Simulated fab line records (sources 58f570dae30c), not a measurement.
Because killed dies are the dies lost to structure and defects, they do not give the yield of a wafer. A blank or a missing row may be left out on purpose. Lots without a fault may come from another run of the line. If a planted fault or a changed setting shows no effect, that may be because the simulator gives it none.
Which tool was responsible? :: flow berkeleyCmos170 :: 15 lots, 45 wafers sampled, at 6 steps of a route of 331

WHAT THE GAUGES SHOWED, per wafer
UCB170_FIELD_THK_MEAS_90. Usual: for FIELD_OXIDE_LEFT_1_THK the level is 446 nm and the standard deviation is 11.
lot: L241
measured: day 4 18:40
on: filmMetro-01
FIELD_OXIDE_LEFT_1_THK (nm): 419 420 429
flag: 

lot: L243
measured: day 5 16:59
on: filmMetro-03
FIELD_OXIDE_LEFT_1_THK (nm): 450 456 449
flag: 

lot: L244
measured: day 6 02:54
on: filmMetro-04
FIELD_OXIDE_LEFT_1_THK (nm): 437 439 430
flag: 

lot: L246
measured: day 6 06:55
on: filmMetro-04
FIELD_OXIDE_LEFT_1_THK (nm): 465 457 460
flag: 

lot: L245
measured: day 6 06:55
on: filmMetro-03
FIELD_OXIDE_LEFT_1_THK (nm): 461 458 459
flag: 

lot: L247
measured: day 6 11:07
on: filmMetro-04
FIELD_OXIDE_LEFT_1_THK (nm): 448 448 455
flag: 

lot: L249
measured: day 6 19:47
on: filmMetro-01
FIELD_OXIDE_LEFT_1_THK (nm): 455 439 450
flag: 

lot: L252
measured: day 7 10:59
on: filmMetro-01
FIELD_OXIDE_LEFT_1_THK (nm): 434 428 432
flag: 

lot: L254
measured: day 8 03:08
on: filmMetro-04
FIELD_OXIDE_LEFT_1_THK (nm): 447 458 464
flag: 

lot: L255
measured: day 8 03:08
on: filmMetro-03
FIELD_OXIDE_LEFT_1_THK (nm): 433 440 439
flag: 

lot: L256
measured: day 8 03:08
on: filmMetro-01
FIELD_OXIDE_LEFT_1_THK (nm): 457 452 454
flag: 

lot: L259
measured: day 8 18:25
on: filmMetro-04
FIELD_OXIDE_LEFT_1_THK (nm): 430 437 442
flag: 

lot: L261
measured: day 8 18:29
on: filmMetro-03
FIELD_OXIDE_LEFT_1_THK (nm): 439 445 433
flag: 

lot: L260
measured: day 8 18:44
on: filmMetro-01
FIELD_OXIDE_LEFT_1_THK (nm): 440 442 435
flag: 

lot: L263
measured: day 9 12:34
on: filmMetro-03
FIELD_OXIDE_LEFT_1_THK (nm): 445 451 453
flag: 

UCB170_PSD_TW_MEAS_10. Usual: for PSD_TW the level is 2346 and the standard deviation is 14.
lot: L241
measured: day 6 06:40
on: filmMetro-03
PSD_TW: 2344 2353 2348
flag: 

lot: L243
measured: day 7 08:46
on: filmMetro-02
PSD_TW: 2331 2343 2334
flag: 

lot: L244
measured: day 7 21:54
on: filmMetro-04
PSD_TW: 2336 2355 2353
flag: 

lot: L246
measured: day 7 22:23
on: filmMetro-03
PSD_TW: 2322 2334 2328
flag: 

lot: L245
measured: day 7 22:10
on: filmMetro-02
PSD_TW: 2343 2334 2341
flag: 

lot: L247
measured: day 8 07:38
on: filmMetro-02
PSD_TW: 2345 2336 2342
flag: 

lot: L249
measured: day 8 14:58
on: filmMetro-02
PSD_TW: 2347 2344 2348
flag: 

lot: L252
measured: day 9 06:19
on: filmMetro-02
PSD_TW: 2353 2351 2369
flag: 

lot: L254
measured: day 9 18:39
on: filmMetro-02
PSD_TW: 2260 2256 2246
flag: OFF

lot: L255
measured: day 9 19:06
on: filmMetro-03
PSD_TW: 2228 2230 2234
flag: OFF

lot: L256
measured: day 9 18:48
on: filmMetro-04
PSD_TW: 2250 2257 2255
flag: OFF

lot: L259
measured: day 10 09:07
on: filmMetro-03
PSD_TW: 2320 2326 2312
flag: 

lot: L261
measured: day 10 12:15
on: filmMetro-03
PSD_TW: 2324 2323 2326
flag: 

lot: L260
measured: day 10 08:49
on: filmMetro-04
PSD_TW: 2374 2365 2362
flag: 

lot: L263
measured: day 11 08:04
on: filmMetro-04
PSD_TW: 2350 2351 2346
flag: 

UCB170_NSD_TW_MEAS_10. Usual: for NSD_TW the level is 4223 and the standard deviation is 23.
lot: L241
measured: day 6 10:17
on: filmMetro-02
NSD_TW: 4214 4207 4211
flag: 

lot: L243
measured: day 7 10:17
on: filmMetro-02
NSD_TW: 4217 4205 4236
flag: 

lot: L244
measured: day 7 23:44
on: filmMetro-04
NSD_TW: 4230 4242 4219
flag: 

lot: L246
measured: day 8 00:50
on: filmMetro-04
NSD_TW: 4237 4242 4277
flag: 

lot: L245
measured: day 8 00:00
on: filmMetro-02
NSD_TW: 4211 4218 4176
flag: 

lot: L247
measured: day 8 09:32
on: filmMetro-04
NSD_TW: 4222 4244 4225
flag: 

lot: L249
measured: day 8 17:05
on: filmMetro-02
NSD_TW: 4220 4211 4213
flag: 

lot: L252
measured: day 9 09:59
on: filmMetro-03
NSD_TW: 4192 4165 4206
flag: 

lot: L254
measured: day 9 21:06
on: filmMetro-04
NSD_TW: 4246 4243 4236
flag: 

lot: L255
measured: day 9 21:20
on: filmMetro-04
NSD_TW: 4251 4244 4233
flag: 

lot: L256
measured: day 9 21:11
on: filmMetro-03
NSD_TW: 4189 4206 4210
flag: 

lot: L259
measured: day 10 11:23
on: filmMetro-02
NSD_TW: 4253 4242 4251
flag: 

lot: L261
measured: day 10 14:04
on: filmMetro-02
NSD_TW: 4246 4253 4232
flag: 

lot: L260
measured: day 10 11:10
on: filmMetro-04
NSD_TW: 4266 4274 4269
flag: 

lot: L263
measured: day 11 10:44
on: filmMetro-03
NSD_TW: 4183 4214 4213
flag: 

UCB170_SDANNEAL_RS_MEAS_02: measurement is done with a four-point probe. Usual: for PSD_RS the level is 75.50 ohm/sq and the standard deviation is 0.29.
lot: L241
measured: day 6 11:41
on: filmMetro-02
PSD_RS (ohm/sq): 75.24 75.06 74.93
flag: 

lot: L243
measured: day 7 11:27
on: filmMetro-02
PSD_RS (ohm/sq): 75.85 75.75 75.51
flag: 

lot: L244
measured: day 8 00:56
on: filmMetro-03
PSD_RS (ohm/sq): 75.90 75.85 75.16
flag: 

lot: L246
measured: day 8 02:04
on: filmMetro-04
PSD_RS (ohm/sq): 75.53 75.74 75.74
flag: 

lot: L245
measured: day 8 01:32
on: filmMetro-04
PSD_RS (ohm/sq): 75.33 75.10 75.04
flag: 

lot: L247
measured: day 8 10:40
on: filmMetro-02
PSD_RS (ohm/sq): 75.66 75.76 75.71
flag: 

lot: L249
measured: day 8 19:03
on: filmMetro-03
PSD_RS (ohm/sq): 75.18 75.41 75.24
flag: 

lot: L252
measured: day 9 11:17
on: filmMetro-03
PSD_RS (ohm/sq): 75.33 75.12 75.24
flag: 

lot: L254
measured: day 9 22:15
on: filmMetro-04
PSD_RS (ohm/sq): 77.74 77.48 77.45
flag: OFF

lot: L255
measured: day 9 22:34
on: filmMetro-03
PSD_RS (ohm/sq): 78.26 78.40 78.07
flag: OFF

lot: L256
measured: day 9 22:44
on: filmMetro-04
PSD_RS (ohm/sq): 77.76 77.93 77.78
flag: OFF

lot: L259
measured: day 10 12:50
on: filmMetro-02
PSD_RS (ohm/sq): 75.62 75.67 75.61
flag: 

lot: L261
measured: day 10 15:10
on: filmMetro-02
PSD_RS (ohm/sq): 75.15 75.10 75.13
flag: 

lot: L260
measured: day 10 12:24
on: filmMetro-04
PSD_RS (ohm/sq): 75.76 75.79 75.66
flag: 

lot: L263
measured: day 11 12:37
on: filmMetro-03
PSD_RS (ohm/sq): 75.24 75.56 75.36
flag: 

TOOL THAT RAN EACH LOT (tool first, then ch and the chambers of the sampled wafers, then the start)
lot: L241
UCB170_PSD_IMPLANT_08: implanter-03 ch 0, day 6 06:25
UCB170_PSD_STRIP_09: plasmaAsher-02 ch 0,1, day 6 06:34

lot: L243
UCB170_PSD_IMPLANT_08: implanter-02 ch 0, day 7 08:34
UCB170_PSD_STRIP_09: plasmaAsher-04 ch 0,1, day 7 08:40

lot: L244
UCB170_PSD_IMPLANT_08: implanter-02 ch 0, day 7 21:39
UCB170_PSD_STRIP_09: plasmaAsher-04 ch 0,1, day 7 21:48

lot: L246
UCB170_PSD_IMPLANT_08: implanter-03 ch 0, day 7 22:08
UCB170_PSD_STRIP_09: plasmaAsher-01 ch 0,1, day 7 22:17

lot: L245
UCB170_PSD_IMPLANT_08: implanter-04 ch 0, day 7 21:56
UCB170_PSD_STRIP_09: plasmaAsher-02 ch 1, day 7 22:04

lot: L247
UCB170_PSD_IMPLANT_08: implanter-03 ch 0, day 8 07:23
UCB170_PSD_STRIP_09: plasmaAsher-02 ch 0,1, day 8 07:32

lot: L249
UCB170_PSD_IMPLANT_08: implanter-04 ch 0, day 8 14:43
UCB170_PSD_STRIP_09: plasmaAsher-04 ch 0,1, day 8 14:52

lot: L252
UCB170_PSD_IMPLANT_08: implanter-03 ch 0, day 9 06:04
UCB170_PSD_STRIP_09: plasmaAsher-01 ch 0,1, day 9 06:13

lot: L254
UCB170_PSD_IMPLANT_08: implanter-04 ch 0, day 9 18:24
UCB170_PSD_STRIP_09: plasmaAsher-02 ch 0,1, day 9 18:33

lot: L255
UCB170_PSD_IMPLANT_08: implanter-04 ch 0, day 9 18:51
UCB170_PSD_STRIP_09: plasmaAsher-01 ch 0,1, day 9 19:00

lot: L256
UCB170_PSD_IMPLANT_08: implanter-04 ch 0, day 9 18:33
UCB170_PSD_STRIP_09: plasmaAsher-01 ch 0,1, day 9 18:42

lot: L259
UCB170_PSD_IMPLANT_08: implanter-03 ch 0, day 10 08:52
UCB170_PSD_STRIP_09: plasmaAsher-02 ch 0,1, day 10 09:01

lot: L261
UCB170_PSD_IMPLANT_08: implanter-03 ch 0, day 10 12:02
UCB170_PSD_STRIP_09: plasmaAsher-02 ch 0,1, day 10 12:10

lot: L260
UCB170_PSD_IMPLANT_08: implanter-03 ch 0, day 10 08:35
UCB170_PSD_STRIP_09: plasmaAsher-02 ch 0, day 10 08:43

lot: L263
UCB170_PSD_IMPLANT_08: implanter-03 ch 0, day 11 07:49
UCB170_PSD_STRIP_09: plasmaAsher-02 ch 0,1, day 11 07:58
- UCB170_PSD_IMPLANT_08
- UCB170_PSD_STRIP_09: strips in O2.

WHAT THE TOOLS THEMSELVES READ (means of the sampled wafers that have a number; where no wafer has one, the mark that the record gives instead)
UCB170_PSD_IMPLANT_08. Usual: 20.000 for beamEnergyKeV, sd 0.0058.
lot: L241
tool: implanter-03
beamEnergyKeV: 19.995
flag: 

lot: L243
tool: implanter-02
beamEnergyKeV: 20.005
flag: 

lot: L244
tool: implanter-02
beamEnergyKeV: 19.996
flag: 

lot: L246
tool: implanter-03
beamEnergyKeV: 20.005
flag: 

lot: L245
tool: implanter-04
beamEnergyKeV: 19.999
flag: 

lot: L247
tool: implanter-03
beamEnergyKeV: 20.002
flag: 

lot: L249
tool: implanter-04
beamEnergyKeV: 20.002
flag: 

lot: L252
tool: implanter-03
beamEnergyKeV: 20.000
flag: 

lot: L254
tool: implanter-04
beamEnergyKeV: 16.397
flag: OFF

lot: L255
tool: implanter-04
beamEnergyKeV: 16.406
flag: OFF

lot: L256
tool: implanter-04
beamEnergyKeV: 16.396
flag: OFF

lot: L259
tool: implanter-03
beamEnergyKeV: 19.996
flag: 

lot: L261
tool: implanter-03
beamEnergyKeV: 20.004
flag: 

lot: L260
tool: implanter-03
beamEnergyKeV: 19.999
flag: 

lot: L263
tool: implanter-03
beamEnergyKeV: 20.006
flag: 

UCB170_PSD_STRIP_09. Usual: drypumpMotorCurrentA 5.4 A, standard deviation 0.51; oesProductAu 0.600 a.u., standard deviation 0.0041; stripTimeToEndpointS 29.38 s, standard deviation 0.079.
lot: L241
tool: plasmaAsher-02
drypumpMotorCurrentA (A): 5.6
oesProductAu (a.u.): 0.602
stripTimeToEndpointS (s): 29.50
flag: 

lot: L243
tool: plasmaAsher-04
drypumpMotorCurrentA (A): 5.8
oesProductAu (a.u.): 0.599
stripTimeToEndpointS (s): 29.41
flag: 

lot: L244
tool: plasmaAsher-04
drypumpMotorCurrentA (A): 5.9
oesProductAu (a.u.): 0.604
stripTimeToEndpointS (s): 29.34
flag: 

lot: L246
tool: plasmaAsher-01
drypumpMotorCurrentA (A): 5.5
oesProductAu (a.u.): 0.596
stripTimeToEndpointS (s): 29.25
flag: 

lot: L245
tool: plasmaAsher-02
drypumpMotorCurrentA (A): 6.0
oesProductAu (a.u.): 0.601
stripTimeToEndpointS (s): 29.46
flag: 

lot: L247
tool: plasmaAsher-02
drypumpMotorCurrentA (A): 5.6
oesProductAu (a.u.): 0.600
stripTimeToEndpointS (s): 29.38
flag: 

lot: L249
tool: plasmaAsher-04
drypumpMotorCurrentA (A): 5.9
oesProductAu (a.u.): 0.603
stripTimeToEndpointS (s): 29.42
flag: 

lot: L252
tool: plasmaAsher-01
drypumpMotorCurrentA (A): 5.5
oesProductAu (a.u.): 0.603
stripTimeToEndpointS (s): 29.34
flag: 

lot: L254
tool: plasmaAsher-02
drypumpMotorCurrentA (A): 5.6
oesProductAu (a.u.): 0.617
stripTimeToEndpointS (s): 27.79
flag: OFF

lot: L255
tool: plasmaAsher-01
drypumpMotorCurrentA (A): 5.2
oesProductAu (a.u.): 0.627
stripTimeToEndpointS (s): 27.81
flag: OFF

lot: L256
tool: plasmaAsher-01
drypumpMotorCurrentA (A): 5.5
oesProductAu (a.u.): 0.623
stripTimeToEndpointS (s): 27.89
flag: OFF

lot: L259
tool: plasmaAsher-02
drypumpMotorCurrentA (A): 5.6
oesProductAu (a.u.): 0.601
stripTimeToEndpointS (s): 29.30
flag: 

lot: L261
tool: plasmaAsher-02
drypumpMotorCurrentA (A): 5.2
oesProductAu (a.u.): 0.600
stripTimeToEndpointS (s): 29.38
flag: 

lot: L260
tool: plasmaAsher-02
drypumpMotorCurrentA (A): 4.8
oesProductAu (a.u.): 0.601
stripTimeToEndpointS (s): 29.31
flag: 

lot: L263
tool: plasmaAsher-02
drypumpMotorCurrentA (A): 5.6
oesProductAu (a.u.): 0.600
stripTimeToEndpointS (s): 29.48
flag: 

THE ANSWER, worked out from the rows above alone
Rule: a lot counts as off when the mean over its wafers that have a number is more than 3 standard deviations away from the usual mean. Also off: a lot with no number at a reading for which 4 or more lots have one. All remaining lots with rows at the step are treated as sound. Order of review: gauges by route order, followed by the tools' own readings, for which a lot's mean as printed above is used. The first step at which some lot is off is used, and at that step the reading that is off furthest; a lot without a number counts as furthest.
Off: L254, L255, L256, at UCB170_PSD_TW_MEAS_10 (PSD_TW).
A tool fits if, at a process step before that reading, it ran every lot that is off, and no sound lot after the first of them. The gauges at UCB170_PSD_TW_MEAS_10 aren't tried: what is off there is off at UCB170_PSD_IMPLANT_08 too, on other tools, and a gauge's error can't cause that. One fits: implanter-04 at UCB170_PSD_IMPLANT_08. A fault onset in the window from L249 (day 8 14:43, its last sound lot) to L254 (day 9 18:24, its first lot off) fits.
The tool's own readings at UCB170_PSD_IMPLANT_08 bear it out: on the lots that are off they differ by more than 5 times the standard deviation of the sound lots' means. beamEnergyKeV reads 16.400 there against 20.001 on the sound lots.

WHAT WAS PUT IN BY THE SIMULATOR
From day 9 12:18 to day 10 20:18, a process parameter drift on implanter-04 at UCB170_PSD_IMPLANT_08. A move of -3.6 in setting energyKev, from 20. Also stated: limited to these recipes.
Struck lots among those shown: L254, L255, L256. The rule above reached the same finding.
